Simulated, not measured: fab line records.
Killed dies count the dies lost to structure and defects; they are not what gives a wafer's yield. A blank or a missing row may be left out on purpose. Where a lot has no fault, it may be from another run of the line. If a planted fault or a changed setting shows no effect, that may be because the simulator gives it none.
A lot that was struck, set against a sound lot / flow rit-cmos / 14 out of 202 route steps
Sound: wafers L574.1, L574.3, L574.5. Struck: wafer L575.6. (L575.3, L575.5 of the same lot were not struck and are left out.) The cause comes at the end.
Each step with rows lists, per side, the tool, then ch with its chambers, then its first start. Under that, the readings that differ: sound wafers / struck wafers / difference of the means / sigmas: that difference in standard deviations of wafers without a fault.
alike: a reading whose means differ by less than 2 such deviations, as well as words and numbers matching on both sides. not compared: withheld readings; readings where some wafer has no value; bounds like >300 that might hide an equal value; numbers whose values overlap and for which the record gives no deviation.
Wherever a step has rows on one side only, a row that says differs or no value, or a row with sigmas, the two part there. Numbers that don't overlap but have no deviation are shown without sigmas and don't part them. Lack of a reading on every wafer of one side parts them only where that side has two or more wafers.

RIT_SILICIDE_RTA_06: time 10 s, ramp up 5 s, ramp down 10 s.
  sound on rtp-anneal-02 ch 0, day 6 05:56; struck on rtp-anneal-01 ch 0, day 6 07:09
  alike: anneal-temp-c-max, wafer_temp_C_max
RIT_CONTACT_CVD_00: deposits SiO2 from TEOS, target thk 400 nm, time 61 s.
  sound on pecvd-03 ch 0,1,2, day 6 06:00; struck on pecvd-02 ch 2, day 6 07:12
  alike: heater-power-w
RIT_CONTACT_THK_MEAS_01:
  sound on film-metro-04 at day 6 06:04; struck on film-metro-04 at day 6 07:16
  alike: CONTACT_TEOS_THK
then, 6 steps without rows for these wafers: RIT_CONTACT_HMDS_02 (prime time 60 s); RIT_CONTACT_COAT_03 (resist thk 1000 nm); RIT_CONTACT_SOFTBAKE_04 (time 60 s); RIT_CONTACT_EXPOSE_05 (exposes mask M11, target cd 1000 nm); RIT_CONTACT_PEB_06; RIT_CONTACT_DEVELOP_07 (develop time 120 s).
RIT_CONTACT_CD_MEAS_08 targets a cd of 1000 nm.
  sound on cd-sem-01 at day 6 07:13; struck on cd-sem-01 at day 6 08:26
  alike: cd-nm
RIT_CONTACT_OVL_MEAS_09:
  sound on overlay-02 at day 6 07:20; struck on overlay-01 at day 6 08:32
  alike: CONTACT_OVL
then, 1 step without rows for these wafers: RIT_CONTACT_HARDBAKE_10 (time 60 s).
RIT_CONTACT_ETCH_11: etches SiO2 in CHF3/CF4/Ar, stops on TiSi2, target depth 480 nm, time 320 s.
  sound on rie-diel-03 ch 1,2,3, day 6 07:31; struck on rie-diel-01 ch 1, day 6 08:43
reading=drypump-motor-current-A (A); sound=5.9 6.1 5.9; struck=5.2; difference=-0.8; sigmas=-2
reading=model.NOVOLAK_of_CONTACT_COAT_03.thk-nm (nm); sound=762.2 759.8 766.8; struck=789.6; difference=+26.7; sigmas=
  alike: oes-product-au, throttle-valve-pct
  not compared: rf-hours-counter-h
RIT_CONTACT_STRIP_12: strips in O2, time 180 s.
  sound on plasma-asher-04 ch 0,1, day 6 07:43; struck on plasma-asher-04 ch 0, day 6 08:58
  alike: drypump-motor-current-A
  not compared: rf-hours-counter-h

== WHERE THEY PART ==
RIT_CONTACT_ETCH_11 only, going by this record. Later steps at which nothing parts them and some readings are alike: RIT_CONTACT_STRIP_12.

WHY: the cause the simulator had injected
rie-diel-01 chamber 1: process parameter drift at RIT_CONTACT_ETCH_11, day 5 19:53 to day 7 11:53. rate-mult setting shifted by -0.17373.
